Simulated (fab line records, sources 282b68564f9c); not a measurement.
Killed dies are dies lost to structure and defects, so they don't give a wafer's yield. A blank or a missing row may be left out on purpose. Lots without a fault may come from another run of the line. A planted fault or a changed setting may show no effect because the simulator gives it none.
fab line records | flow rit_cmos
record lots=7 wafers=21 last_day=5
route steps=202 shown NRETRO@60 PRETRO@64 GATE@75 FOX2@80 REOX@98 M1@196
lots that met no fault: from a run of the same line without faults
start_h: hours from the record's first day to the start of the lot's first wafer shown | wait_h: hours since the lot's step before | " the same as in the row above | L1.1+2: a row that stands for several wafers | - no value, or no start given | * or withheld: withheld | < > ~ a bound
route shown NAME@n: a module of which the file shows steps, and the number in the route of the first | usual: mean/standard deviation of fault-free wafers | same: alike in all rows | chamber/n: place in a boat | sites: the reading at each site | _std_site: their standard deviation | _edge_site: outer sites' mean less inner sites' | radius_mm: how far each site lies from the wafer's centre | mask NAME#n: copy n | behind: the tool/chamber that last shaped the wafer | hold: why the lot was held/for how many hours/how that ended | device: the transistor (n, p or np) that didn't switch | end of line: the same wafers' tests at the end of the route | a step without rows: its recipe alone | killed: dies lost to structure and defects at the first sort, not the wafer's yield | map: a wafer's dies, x killed, . not, _ none there
set.NAME: the setting as run; set.NAME@STEP: as run at that earlier step | model.NAME: the simulator's own value behind a step, which no gauge read
lots at some steps of the route; a table a step, a row a wafer
services: from which hour (start_h, from the record's first day; less than 0 if before it) a tool's chamber was out of use, for how many hours, and why
## steps
# step RIT_NRETRO_HARDBAKE_07
# recipe resist=NOVOLAK temp_c=140 time_s=120
# step RIT_NRETRO_IMPLANT_08
# recipe species=P energy_kev=70 dose_cm2=1e+13 tilt_deg=7
# step RIT_NRETRO_STRIP_09
# recipe chemistry=O2 time_s=180 resist=NOVOLAK platen_temp_c=withheld power_w=500 pressure_mtorr=4000 o2_flow_sccm=4000
# usual drypump_motor_current_A=5.5/0.35
# columns lot.wafer tool chamber start_h wait_h drypump_motor_current_A rf_hours_counter_h
L735.1 plasma_asher-02 1 35.99 0.1 5.5 37
L735.4 " 0 " " 6.1 -
L735.6 " 0 " " 6.1 -
L736.2 plasma_asher-02 1 40.46 0.1 5.5 38
L736.4 " 1 " " 5.5 -
L736.6 " 1 " " 5.5 -
L737.1 plasma_asher-02 1 44.97 0.1 5.5 39
L737.4 " 0 " " 6.1 -
L737.6 " 0 " " 6.1 -
L739.2 plasma_asher-03 0 55.70 0.1 5.4 43
L739.3 " 1 " " 5.1 -
L739.5 " 1 " " 5.1 -
L743.2 plasma_asher-03 0 76.18 0.1 5.4 45
L743.3 " 1 " " 5.1 -
L743.6 " 0 " " 5.4 -
L744.2 plasma_asher-02 0 79.63 0.1 6.1 42
L744.4 " 0 " " 6.1 -
L744.6 " 0 " " 6.1 -
L745.1 plasma_asher-03 0 85.66 0.1 5.4 46
L745.2 " 1 " " 5.1 46
L745.4 " 1 " " 5.1 -
# step RIT_NRETRO_TW_MEAS_10
# usual NRETRO_TW=1053/6.9
# columns lot.wafer tool chamber start_h wait_h NRETRO_TW
L735.1 film_metro-01 - 36.16 0.1 1064
L735.4 " - " " 1058
L735.6 " - " " 1066
L736.2 film_metro-03 - 40.64 0.1 1044
L736.4 " - " " 1041
L736.6 " - " " 1041
L737.1 film_metro-03 - 45.14 0.1 1049
L737.4 " - " " 1042
L737.6 " - " " 1038
L739.2 film_metro-01 - 55.88 0.1 1061
L739.3 " - " " 1061
L739.5 " - " " 1063
L743.2 film_metro-01 - 76.37 0.1 1056
L743.3 " - " " 1056
L743.6 " - " " 1052
L744.2 film_metro-03 - 79.82 0.1 1049
L744.4 " - " " 1050
L744.6 " - " " 1044
L745.1 film_metro-01 - 85.84 0.1 1052
L745.2 " - " " 1060
L745.4 " - " " 1058
# step RIT_PRETRO_HMDS_00
# recipe prime_time_s=60 prime_temp_c=140
# step RIT_PRETRO_COAT_01
# recipe resist=NOVOLAK spin_rpm=2000 resist_thk_nm=1300
# step RIT_PRETRO_SOFTBAKE_02
# recipe resist=NOVOLAK temp_c=90 time_s=60
# step RIT_PRETRO_EXPOSE_03
# recipe mask_id=M5 na=0.57 target_cd_nm=43700 dose_mj=250
# step RIT_PRETRO_PEB_04
# recipe resist=NOVOLAK temp_c=withheld time_s=withheld
# step RIT_PRETRO_DEVELOP_05
# recipe resist=NOVOLAK develop_time_s=68 dev_temp_c=23
# step RIT_PRETRO_OVL_MEAS_06
# usual PRETRO_OVL=0.8/1.3
# columns lot.wafer tool chamber start_h wait_h PRETRO_OVL[nm]
L735.1 overlay-01 - 37.10 - 3.0
L735.4 " - " " 1.4
L735.6 " - " " 1.7
L736.2 overlay-01 - 41.58 - 2.3
L736.4 " - " " 0.3
L736.6 " - " " 1.1
L737.1 overlay-02 - 46.08 - -1.8
L737.4 " - " " 1.6
L737.6 " - " " 0.2
L739.2 overlay-02 - 56.82 - -0.5
L739.3 " - " " 2.1
L739.5 " - " " 0.1
L743.2 overlay-02 - 77.51 - 1.5
L743.3 " - " " 2.7
L743.6 " - " " 1.2
L744.2 overlay-02 - 80.75 - 0.1
L744.4 " - " " 1.0
L744.6 " - " " 1.1
L745.1 overlay-01 - 86.78 - -0.3
L745.2 " - " " 2.4
L745.4 " - " " 2.2
# step RIT_PRETRO_HARDBAKE_07
# recipe resist=NOVOLAK temp_c=140 time_s=120
# step RIT_PRETRO_IMPLANT_08
# recipe species=B energy_kev=45 dose_cm2=1.2e+13 tilt_deg=7
# usual beam_energy_keV=45.000/0.013 end_station_pressure_torr=5.01e-06/2.7e-07 implant_ion_amu=11/0
# columns lot.wafer tool chamber start_h wait_h beam_energy_keV end_station_pressure_torr implant_ion_amu model.implant.rp_nm model.implant.drp_nm
L735.1 implanter-01 0 37.39 0.2 44.979 4.91e-06 11 144.6 55.07
L735.4 " 0 " " 44.992 4.92e-06 11 144.6 55.07
L735.6 " 0 " " 44.982 5.04e-06 11 144.6 55.07
L736.2 implanter-03 0 41.89 0.2 45.007 4.77e-06 11 143.5 55.07
L736.4 " 0 " " 45.004 5.22e-06 11 143.5 55.07
L736.6 " 0 " " 44.981 4.95e-06 11 143.5 55.07
L737.1 implanter-03 0 46.37 0.2 45.011 4.64e-06 11 147.6 55.07
L737.4 " 0 " " 45.011 5.21e-06 11 147.6 55.07
L737.6 " 0 " " 44.990 5.2e-06 11 147.6 55.07
L739.2 implanter-01 0 57.33 0.2 44.992 5.25e-06 11 148 55.07
L739.3 " 0 " " 45.015 4.73e-06 11 148 55.07
L739.5 " 0 " " 44.987 5.57e-06 11 148 55.07
L743.2 implanter-01 0 77.82 0.2 45.023 5e-06 49 34.52 17.23
L743.3 " 0 " " 44.986 4.8e-06 49 34.52 17.23
L743.6 " 0 " " 44.996 5.04e-06 49 34.52 17.23
L744.2 implanter-01 0 81.06 0.2 44.993 4.68e-06 49 33.64 17.23
L744.4 " 0 " " 44.977 5.1e-06 49 33.64 17.23
L744.6 " 0 " " 45.001 5.08e-06 49 33.64 17.23
L745.1 implanter-01 0 87.16 0.2 45.017 5.61e-06 49 32.83 17.23
L745.2 " 0 " " 45.009 5.01e-06 49 32.83 17.23
L745.4 " 0 " " 45.004 5.07e-06 49 32.83 17.23
# step RIT_PRETRO_STRIP_09
# recipe chemistry=O2 time_s=180 resist=NOVOLAK platen_temp_c=withheld power_w=500 pressure_mtorr=4000 o2_flow_sccm=4000
# usual drypump_motor_current_A=5.6/0.35
# columns lot.wafer tool chamber start_h wait_h drypump_motor_current_A rf_hours_counter_h
L735.1 plasma_asher-01 1 37.54 0.1 6.2 40
L735.4 " 0 " " 5.6 -
L735.6 " 1 " " 6.2 -
L736.2 plasma_asher-01 0 42.01 0.1 5.5 41
L736.4 " 1 " " 6.2 -
L736.6 " 1 " " 6.2 -
L737.1 plasma_asher-01 0 46.52 0.1 5.5 41
L737.4 " 1 " " 6.2 -
L737.6 " 0 " " 5.5 -
L739.2 plasma_asher-02 0 57.58 0.2 6.1 40
L739.3 " 1 " " 5.5 -
L739.5 " 1 " " 5.5 -
L743.2 plasma_asher-04 1 77.94 0.1 5.3 28
L743.3 " 1 " " 5.3 -
L743.6 " 0 " " 5.5 -
L744.2 plasma_asher-01 1 81.18 0.1 6.2 45
L744.4 " 1 " " 6.2 -
L744.6 " 0 " " 5.6 -
L745.1 plasma_asher-04 0 87.31 0.1 5.5 29
L745.2 " 1 " " 5.2 29
L745.4 " 0 " " 5.5 -
# step RIT_PRETRO_TW_MEAS_10
# usual PRETRO_TW=474.6/3
# columns lot.wafer tool chamber start_h wait_h PRETRO_TW
L735.1 film_metro-02 - 37.71 0.1 473.3
L735.4 " - " " 470.3
L735.6 " - " " 472.1
L736.2 film_metro-02 - 42.20 0.1 471.8
L736.4 " - " " 474.3
L736.6 " - " " 473.8
L737.1 film_metro-01 - 46.69 0.1 480.7
L737.4 " - " " 478.9
L737.6 " - " " 481.1
L739.2 film_metro-02 - 57.76 0.1 471.2
L739.3 " - " " 472.8
L739.5 " - " " 471.1
L743.2 film_metro-04 - 78.13 0.1 787.7
L743.3 " - " " 788.1
L743.6 " - " " 787.1
L744.2 film_metro-04 - 81.37 0.1 787.6
L744.4 " - " " 787.3
L744.6 " - " " 785.2
L745.1 film_metro-02 - 87.49 0.1 780.0
L745.2 " - " " 779.4
L745.4 " - " " 785.7
# step RIT_GATE_WET_ETCH_00
# recipe chemistry=BOE target=SiO2 target_depth_nm=56 time_s=60 dry=n2_spin dilution=10:1 temp_c=21.5
# step RIT_GATE_CLEAN_01
# recipe chemistry=SC1 mix=3:3:50 time_s=600 temp_c=75
# step RIT_GATE_CLEAN_02
# recipe chemistry=dHF dilution=50:1 time_s=30
# step RIT_GATE_CLEAN_03
# recipe chemistry=SC2 mix=3:3:50 time_s=600 temp_c=75 dry=n2_spin
# step RIT_GATE_CLEAN_04
# recipe chemistry=dHF dilution=50:1 time_s=60 dry=n2_spin
# step RIT_FOX2_THK_MEAS_91
# recipe reads=SiO2_of_FOX2_OXIDATION_00
# usual FIELD_OXIDE_LEFT_2_THK=254/6.2
# columns lot.wafer tool chamber start_h wait_h FIELD_OXIDE_LEFT_2_THK[nm]
L735.1 film_metro-03 - 38.21 0.0 251
L735.4 " - " " 257
L735.6 " - " " 259
L736.2 film_metro-01 - 42.67 0.0 256
L736.4 " - " " 260
L736.6 " - " " 257
L737.1 film_metro-02 - 47.21 0.0 263
L737.4 " - " " 259
L737.6 " - " " 263
L739.2 film_metro-02 - 58.28 0.0 253
L739.3 " - " " 257
L739.5 " - " " 252
L743.2 film_metro-01 - 78.61 0.0 246
L743.3 " - " " 244
L743.6 " - " " 243
L744.2 film_metro-02 - 81.88 0.0 254
L744.4 " - " " 262
L744.6 " - " " 255
L745.1 film_metro-02 - 88.00 0.0 240
L745.2 " - " " 242
L745.4 " - " " 244
# step RIT_GATE_OXIDATION_05
# recipe temp_c=900 ambient=O2 target_thk_a=30 ox_time_s=270
# step RIT_GATE_ANNEAL_06
# recipe temp_c=900 time_s=600 ambient=N2O
# step RIT_GATE_THK_MEAS_07
# recipe reads=SiO2_of_GATE_OXIDATION_05
# usual GATE_OXIDE_THK=3.01/0.056
# columns lot.wafer tool chamber start_h wait_h GATE_OXIDE_THK[nm]
L735.1 film_metro-02 - 40.02 0.0 2.96
L735.4 " - " " 2.99
L735.6 " - " " 3.01
L736.2 film_metro-01 - 44.15 0.0 3.02
L736.4 " - " " 3.00
L736.6 " - " " 3.02
L737.1 film_metro-03 - 48.60 0.0 2.99
L737.4 " - " " 2.90
L737.6 " - " " 3.00
L739.2 film_metro-01 - 59.67 0.0 3.03
L739.3 " - " " 2.98
L739.5 " - " " 3.01
L743.2 film_metro-02 - 80.00 0.0 3.04
L743.3 " - " " 3.03
L743.6 " - " " 3.07
L744.2 film_metro-03 - 83.31 0.0 2.94
L744.4 " - " " 3.02
L744.6 " - " " 3.02
L745.1 film_metro-03 - 89.39 0.0 2.95
L745.2 " - " " 2.97
L745.4 " - " " 2.96
# step RIT_GATE_CVD_08
# recipe material=poly-Si target_thk_nm=250 temp_c=610 precursor=SiH4 time_s=2220 pressure_mtorr=300 sih4_flow_sccm=100
# step RIT_GATE_THK_MEAS_09
# recipe reads=poly-Si_of_GATE_CVD_08
# usual GATE_POLY_THK=250.9/2.1
# columns lot.wafer tool chamber start_h wait_h GATE_POLY_THK[nm]
L735.1 film_metro-02 - 41.70 0.0 252.5
L735.4 " - " " 252.1
L735.6 " - " " 249.0
L736.2 film_metro-01 - 45.83 0.0 248.4
L736.4 " - " " 248.2
L736.6 " - " " 247.9
L737.1 film_metro-03 - 50.27 0.0 247.5
L737.4 " - " " 249.7
L737.6 " - " " 248.6
L739.2 film_metro-02 - 61.34 0.0 252.2
L739.3 " - " " 251.4
L739.5 " - " " 251.7
L743.2 film_metro-03 - 81.68 0.0 250.7
L743.3 " - " " 250.7
L743.6 " - " " 250.9
L744.2 film_metro-02 - 84.99 0.0 249.6
L744.4 " - " " 252.0
L744.6 " - " " 252.5
L745.1 film_metro-03 - 91.06 0.0 249.8
L745.2 " - " " 248.2
L745.4 " - " " 250.7
# step RIT_GATE_HMDS_10
# recipe prime_time_s=60 prime_temp_c=140
# step RIT_GATE_COAT_11
# recipe resist=NOVOLAK spin_rpm=4250 resist_thk_nm=850
# step RIT_GATE_SOFTBAKE_12
# recipe resist=NOVOLAK temp_c=90 time_s=60
# step RIT_GATE_EXPOSE_13
# recipe mask_id=M6 na=0.6 source_shape=conventional sigma_outer=0.6 target_cd_nm=150 dose_mj=380
# step RIT_GATE_PEB_14
# recipe resist=NOVOLAK temp_c=withheld time_s=withheld
# step RIT_GATE_DEVELOP_15
# recipe resist=NOVOLAK develop_time_s=50 dev_temp_c=23
# step RIT_GATE_CD_MEAS_16
# recipe target_cd_nm=150
# usual cd_nm=150.6/2.6
# columns lot.wafer tool chamber start_h wait_h cd_nm
L735.1 cd_sem-01 - 42.63 - 151.0
L735.4 " - " " 149.5
L735.6 " - " " 146.0
L736.2 cd_sem-01 - 46.94 - 150.6
L736.4 " - " " 150.0
L736.6 " - " " 152.0
L737.1 cd_sem-01 - 51.18 - 154.3
L737.4 " - " " 151.1
L737.6 " - " " 152.0
L739.2 cd_sem-01 - 62.26 - 149.5
L739.3 " - " " 151.3
L739.5 " - " " 149.1
L743.2 cd_sem-01 - 82.76 - 150.3
L743.3 " - " " 152.6
L743.6 " - " " 151.5
L744.2 cd_sem-01 - 87.69 - 152.1
L744.4 " - " " 154.0
L744.6 " - " " 149.0
L745.1 cd_sem-01 - 91.97 - 146.7
L745.2 " - " " 149.4
L745.4 " - " " 149.8
# step RIT_GATE_OVL_MEAS_17
# usual GATE_OVL=-1.9/1.5
# columns lot.wafer tool chamber start_h wait_h GATE_OVL[nm]
L735.1 overlay-01 - 42.75 0.1 -0.5
L735.4 " - " " -0.2
L735.6 " - " " -1.3
L736.2 overlay-02 - 47.05 0.1 -2.6
L736.4 " - " " -2.0
L736.6 " - " " -0.7
L737.1 overlay-02 - 51.30 0.1 -0.9
L737.4 " - " " -1.6
L737.6 " - " " -0.8
L739.2 overlay-01 - 62.37 0.1 -3.6
L739.3 " - " " -3.1
L739.5 " - " " -2.3
L743.2 overlay-01 - 82.87 0.1 -1.0
L743.3 " - " " -1.9
L743.6 " - " " 1.3
L744.2 overlay-01 - 87.80 0.1 0.0
L744.4 " - " " -0.8
L744.6 " - " " 0.1
L745.1 overlay-01 - 92.09 0.1 -2.0
L745.2 " - " " -3.4
L745.4 " - " " -2.6
# step RIT_GATE_HARDBAKE_18
# recipe resist=NOVOLAK temp_c=140 time_s=60
# step RIT_GATE_ETCH_19
# recipe chemistry=SF6/CHF3/O2 time_s=165 SF6_flow_sccm=30 CHF3_flow_sccm=30 O2_flow_sccm=5 target=poly-Si pressure_mtorr=40 rf_w=160 target_depth_a=3125 over_etch_frac=0.25 stop_on=SiO2
# usual O2_flow_sccm=5.000/0.014 drypump_motor_current_A=5.6/0.55 oes_product_au=0.852/0.0098 throttle_valve_pct=10.22/0.16
# columns lot.wafer tool chamber start_h wait_h O2_flow_sccm drypump_motor_current_A oes_product_au rf_hours_counter_h throttle_valve_pct
L735.1 rie_si-02 0 42.94 0.1 5.008 6.0 0.864 107 10.14
L735.4 " 2 " " 4.992 4.9 0.848 89 10.19
L735.6 " 0 " " 4.992 6.0 0.854 - 10.14
L736.2 rie_si-01 1 47.23 0.1 4.990 5.9 0.834 110 10.59
L736.4 " 3 " " 4.994 6.4 0.847 5 10.03
L736.6 " 1 " " 4.976 5.9 0.837 - 10.58
L737.1 rie_si-02 0 51.49 0.1 4.998 6.0 0.853 107 10.15
L737.4 " 1 " " 4.996 4.8 0.846 74 10.26
L737.6 " 1 " " 4.997 4.8 0.841 - 10.26
L739.2 rie_si-02 1 62.55 0.1 5.017 4.8 0.861 74 10.26
L739.3 " 3 " " 5.000 5.1 0.860 152 10.13
L739.5 " 2 " " 5.023 4.9 0.856 - 10.19
L743.2 rie_si-02 3 83.05 0.1 4.993 5.1 0.857 152 10.12
L743.3 " 1 " " 5.004 4.8 0.852 75 10.27
L743.6 " 1 " " 5.005 4.8 0.846 - 10.26
L744.2 rie_si-01 3 87.98 0.1 5.008 6.3 0.853 5 10.03
L744.4 " 0 " " 5.013 6.0 0.865 - 10.34
L744.6 " 1 " " 5.002 5.8 0.849 - 10.59
L745.1 rie_si-02 1 92.35 0.1 5.002 4.8 0.852 75 10.27
L745.2 " 2 " " 4.999 4.9 0.852 90 10.18
L745.4 " 3 " " 5.011 5.1 0.854 152 10.13
# step RIT_GATE_STRIP_20
# recipe chemistry=O2 time_s=180 resist=NOVOLAK platen_temp_c=withheld power_w=500 pressure_mtorr=4000 o2_flow_sccm=4000
# usual drypump_motor_current_A=5.6/0.39
# columns lot.wafer tool chamber start_h wait_h drypump_motor_current_A rf_hours_counter_h
L735.1 plasma_asher-02 0 43.04 0.1 6.1 38
L735.4 " 1 " " 5.5 -
L735.6 " 0 " " 6.1 -
L736.2 plasma_asher-03 1 47.34 0.1 5.0 42
L736.4 " 1 " " 5.1 -
L736.6 " 1 " " 5.0 -
L737.1 plasma_asher-01 1 51.60 0.1 6.2 41
L737.4 " 0 " " 5.5 -
L737.6 " 0 " " 5.5 -
L739.2 plasma_asher-02 0 62.66 0.1 6.1 41
L739.3 " 1 " " 5.5 -
L739.5 " 0 " " 6.1 -
L743.2 plasma_asher-03 1 83.16 0.1 5.1 46
L743.3 " 1 " " 5.1 -
L743.6 " 1 " " 5.1 -
L744.2 plasma_asher-03 1 88.09 0.1 5.1 46
L744.4 " 0 " " 5.4 -
L744.6 " 0 " " 5.4 -
L745.1 plasma_asher-03 0 92.45 0.1 5.4 47
L745.2 " 1 " " 5.1 47
L745.4 " 0 " " 5.4 -
# step RIT_GATE_CD_MEAS_90
# recipe target_cd_nm=150
# usual cd_nm=150.6/2.6
# columns lot.wafer tool chamber start_h wait_h cd_nm
L735.1 cd_sem-01 - 43.22 0.1 151.0
L735.4 " - " " 149.7
L735.6 " - " " 145.9
L736.2 cd_sem-01 - 47.53 0.1 150.9
L736.4 " - " " 149.9
L736.6 " - " " 151.7
L737.1 cd_sem-01 - 51.77 0.1 154.0
L737.4 " - " " 151.3
L737.6 " - " " 152.0
L739.2 cd_sem-01 - 62.85 0.1 149.2
L739.3 " - " " 151.8
L739.5 " - " " 149.4
L743.2 cd_sem-02 - 83.35 0.1 150.5
L743.3 " - " " 152.9
L743.6 " - " " 151.6
L744.2 cd_sem-02 - 88.28 0.1 151.5
L744.4 " - " " 153.3
L744.6 " - " " 148.9
L745.1 cd_sem-01 - 92.63 0.1 146.4
L745.2 " - " " 149.3
L745.4 " - " " 150.0
# step RIT_REOX_CLEAN_00
# recipe chemistry=SC1 mix=3:3:50 time_s=600 temp_c=75
# step RIT_REOX_CLEAN_01
# recipe chemistry=dHF dilution=50:1 time_s=30
# step RIT_REOX_CLEAN_02
# recipe chemistry=SC2 mix=3:3:50 time_s=600 temp_c=75 dry=n2_spin
# step RIT_REOX_OXIDATION_03
# recipe temp_c=900 ambient=O2 target_thk_a=252 ox_time_s=5580
# step RIT_M1_METAL_ETCH_12
# recipe stop_on=SiO2 chemistry=Cl2/BCl3 target=Al time_s=165 over_etch_frac=0.5 pressure_mtorr=100 target_depth_a=6000 rf_w=250 Cl2_flow_sccm=60 bcl3_flow_sccm=50
# usual drypump_motor_current_A=6.0/0.52 oes_product_au=0.776/0.0082 throttle_valve_pct=8.30/0.083
# columns lot.wafer tool chamber start_h wait_h drypump_motor_current_A oes_product_au rf_hours_counter_h throttle_valve_pct model.M1.cd_nm
L735.1 rie_metal-01 0 61.09 0.2 5.3 0.757 2 8.39 2602
L735.4 " 1 " " 6.6 0.780 - 8.18 2600
L735.6 " 0 " " 5.3 0.765 - 8.40 2601
L736.2 rie_metal-03 0 64.71 0.2 5.9 0.765 1 8.32 2599
L736.4 " 1 " " 5.6 0.790 - 8.20 2602
L736.6 " 0 " " 5.9 0.772 - 8.32 2599
L737.1 rie_metal-02 0 69.00 0.2 5.7 0.776 38 8.27 2602
L737.4 " 1 " " 6.7 0.770 - 8.38 2605
L737.6 " 1 " " 6.7 0.771 - 8.39 2602
L739.2 rie_metal-03 1 80.43 0.2 5.5 0.782 1 8.21 2605
L739.3 " 1 " " 5.6 0.775 - 8.23 2602
L739.5 " 1 " " 5.5 0.783 - 8.22 2602
L743.2 rie_metal-02 1 100.43 0.2 6.7 0.782 37 8.38 2605
L743.3 " 1 " " 6.7 0.781 - 8.39 2604
L743.6 " 0 " " 5.7 0.771 - 8.26 2601
L744.2 rie_metal-01 0 106.34 0.2 5.3 0.770 3 8.38 2632
L744.4 " 1 " " 6.6 0.783 - 8.18 2627
L744.6 " 0 " " 5.3 0.773 - 8.40 2633
L745.1 rie_metal-03 1 109.59 0.2 5.6 0.786 1 8.22 2602
L745.2 " 0 " " 5.9 0.768 1 8.30 2598
L745.4 " 0 " " 5.9 0.794 - 8.30 2595
# step RIT_M1_PROBE_99
# usual killed_at_front_end=7/3.1 killed_dies=7/3.1 killed_open=3.3/1.9 killed_short=3.3/2
# same gross_dies=264 killed_at_M0_to_M3=0 killed_at_M4_up=0 killed_at_back_side=0 killed_at_contacts=0 killed_at_other=0
# columns lot.wafer tool chamber start_h wait_h killed_at_front_end killed_dies killed_open killed_short
L735.1 prober-01 - 63.67 0.1 4 4 1 3
L735.4 prober-01 - 63.82 0.2 8 8 3 5
L735.6 prober-01 - 63.92 0.2 7 7 3 4
L736.2 prober-01 - 67.03 0.1 14 14 7 7
L736.4 prober-01 - 67.13 0.2 14 14 6 8
L736.6 prober-01 - 67.23 0.2 6 6 2 4
L737.1 prober-01 - 71.26 0.1 5 5 0 5
L737.4 prober-01 - 71.41 0.2 17 17 9 8
L737.6 prober-01 - 71.51 0.2 14 14 6 8
L739.2 prober-01 - 82.82 0.1 9 9 6 3
L739.3 prober-01 - 82.87 0.2 11 11 5 6
L739.5 prober-01 - 82.97 0.2 9 9 4 5
L743.2 prober-01 - 103.44 0.1 8 8 6 2
L743.3 prober-01 - 103.49 0.2 4 4 2 2
L743.6 prober-01 - 103.64 0.2 3 3 1 2
L744.2 prober-01 - 108.65 0.1 6 6 4 2
L744.4 prober-01 - 108.75 0.2 4 4 3 1
L744.6 prober-01 - 108.85 0.2 4 4 2 2
L745.1 prober-01 - 112.50 0.1 10 10 6 4
L745.2 prober-01 - 112.55 0.1 15 15 9 6
L745.4 prober-01 - 112.65 0.2 4 4 1 3
# killed by level:class
L735.1 REOX:geometric_particle:short=2 GATE:geometric_particle:short=1 SPACER:geometric_particle:open=1
L735.4 GATE:geometric_particle:short=2 SPACER:geometric_particle:short=2 SPACER:geometric_particle:open=2 FOX2:geometric_particle:short=1 REOX:geometric_particle:open=1
L735.6 GATE:geometric_particle:short=2 REOX:geometric_particle:open=2 ACTIVE:geometric_particle:short=1 REOX:geometric_particle:short=1 SPACER:geometric_particle:open=1
L736.2 SILICIDE:geometric_particle:open=3 FOX2:geometric_particle:short=2 GATE:geometric_particle:open=2 FOX1:geometric_particle:short=1 FOX1:geometric_particle:open=1 GATE:geometric_particle:short=1 REOX:geometric_particle:short=1 REOX:geometric_particle:open=1
L736.4 GATE:geometric_particle:short=5 SILICIDE:geometric_particle:short=3 GATE:geometric_particle:open=2 SPACER:geometric_particle:open=2 FOX1:geometric_particle:open=1 FOX2:geometric_particle:open=1
L736.6 GATE:geometric_particle:short=2 GATE:geometric_particle:open=2 FOX2:geometric_particle:short=1 SPACER:geometric_particle:short=1
L737.1 FOX2:geometric_particle:short=2 GATE:geometric_particle:short=2 SILICIDE:geometric_particle:short=1
L737.4 GATE:geometric_particle:open=6 GATE:geometric_particle:short=3 FOX2:geometric_particle:short=2 SPACER:geometric_particle:short=2 FOX1:geometric_particle:short=1 FOX1:geometric_particle:open=1 FOX2:geometric_particle:open=1 SPACER:geometric_particle:open=1
L737.6 SILICIDE:geometric_particle:open=3 FOX2:geometric_particle:short=2 FOX2:geometric_particle:open=2 REOX:geometric_particle:short=2 SPACER:geometric_particle:short=2 FOX1:geometric_particle:short=1 FOX1:geometric_particle:open=1 SILICIDE:geometric_particle:short=1
L739.2 SILICIDE:geometric_particle:open=4 SILICIDE:geometric_particle:short=2 FOX1:geometric_particle:open=1 FOX2:geometric_particle:open=1 SPACER:geometric_particle:short=1
L739.3 GATE:geometric_particle:short=3 GATE:geometric_particle:open=2 SILICIDE:geometric_particle:short=2 SILICIDE:geometric_particle:open=2 FOX1:geometric_particle:short=1 REOX:geometric_particle:open=1
L739.5 GATE:geometric_particle:open=2 GATE:geometric_particle:short=2 FOX2:geometric_particle:short=1 SPACER:geometric_particle:open=1 SPACER:geometric_particle:short=1 SILICIDE:geometric_particle:open=1 SILICIDE:geometric_particle:short=1
L743.2 GATE:geometric_particle:open=3 FOX1:geometric_particle:short=1 FOX1:geometric_particle:open=1 REOX:geometric_particle:open=1 SPACER:geometric_particle:open=1 SILICIDE:geometric_particle:short=1
L743.3 GATE:geometric_particle:short=2 FOX1:geometric_particle:open=1 FOX2:geometric_particle:open=1
L743.6 SPACER:geometric_particle:short=2 REOX:geometric_particle:open=1
L744.2 REOX:geometric_particle:open=3 GATE:geometric_particle:short=1 REOX:geometric_particle:short=1 SILICIDE:geometric_particle:open=1
L744.4 FOX1:geometric_particle:open=2 FOX1:geometric_particle:short=1 REOX:geometric_particle:open=1
L744.6 FOX1:geometric_particle:open=1 GATE:geometric_particle:open=1 GATE:geometric_particle:short=1 REOX:geometric_particle:short=1
L745.1 GATE:geometric_particle:open=4 GATE:geometric_particle:short=3 SPACER:geometric_particle:open=2 SPACER:geometric_particle:short=1
L745.2 FOX1:geometric_particle:open=3 GATE:geometric_particle:short=3 GATE:geometric_particle:open=2 SPACER:geometric_particle:open=2 FOX1:geometric_particle:short=1 SPACER:geometric_particle:short=1 FOX2:geometric_particle:open=1 REOX:geometric_particle:open=1
L745.4 GATE:geometric_particle:short=2 SPACER:geometric_particle:short=1 SILICIDE:geometric_particle:open=1
## services
# columns tool chamber start_h hours kind
rie_metal-03 0 14.38 - clean
rie_metal-03 1 14.38 - clean
rie_metal-01 0 19.56 33.9 repair
rie_metal-01 1 20.04 24.8 repair
implanter-03 - 24.05 3.6 repair
plasma_asher-04 - 30.02 10.5 repair
rie_si-02 - 35.02 5.7 repair
plasma_asher-01 - 48.14 0.6 repair
rie_si-01 0 69.67 1.0 repair
rie_si-01 2 72.97 - clean
rie_si-01 2 72.97 15.1 scheduled_down
rie_si-01 2 72.97 15.1 vent_cycle
rie_si-02 - 97.23 3.2 repair
rie_si-02 3 100.44 - clean
rie_si-02 3 100.44 14.8 scheduled_down
rie_si-02 3 100.44 14.8 vent_cycle
plasma_asher-01 - 108.75 9.0 pm
plasma_asher-01 0 108.75 9.0 vent_cycle
plasma_asher-01 1 108.75 9.0 vent_cycle
## key
first_sign step=RIT_PRETRO_IMPLANT_08 reading=implant_ion_amu direction=up sigmas=99+ usual=11 struck=49
effect step=RIT_PRETRO_TW_MEAS_10 reading=PRETRO_TW direction=up sigmas=99+ usual=474.6 struck=785.3
model_effect step=RIT_PRETRO_IMPLANT_08 value=implant.rp_nm without=145.8 struck=33.67
model_effect step=RIT_M1_METAL_ETCH_12 value=M1.cd_nm without=2601 struck=2611
met_at RIT_PRETRO_IMPLANT_08
struck_wafers L743.2,L743.3,L743.6,L744.2,L744.4,L744.6,L745.1,L745.2,L745.4
tester_left_out L743,L744,L745
loop_trim step=RIT_M1_EXPOSE_06 setting=dose lots=L744
onset_between 57.33 77.82
fault kind=wrong_recipe_download tool=implanter-01,implanter-03,implanter-04 chamber=- onset_h=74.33 steps=RIT_PRETRO_IMPLANT_08 wrong_recipe.not_listed=1
# tester_left_out: of these lots the tester's yield and bins aren't shown, on N5 and GAA mostly nor the transistor test; their killed dies are dies lost to structure and defects alone, not to doping, threshold or leakage, so they don't give the yield
# loop_trim: a control loop set the setting to another value than it would have without faults
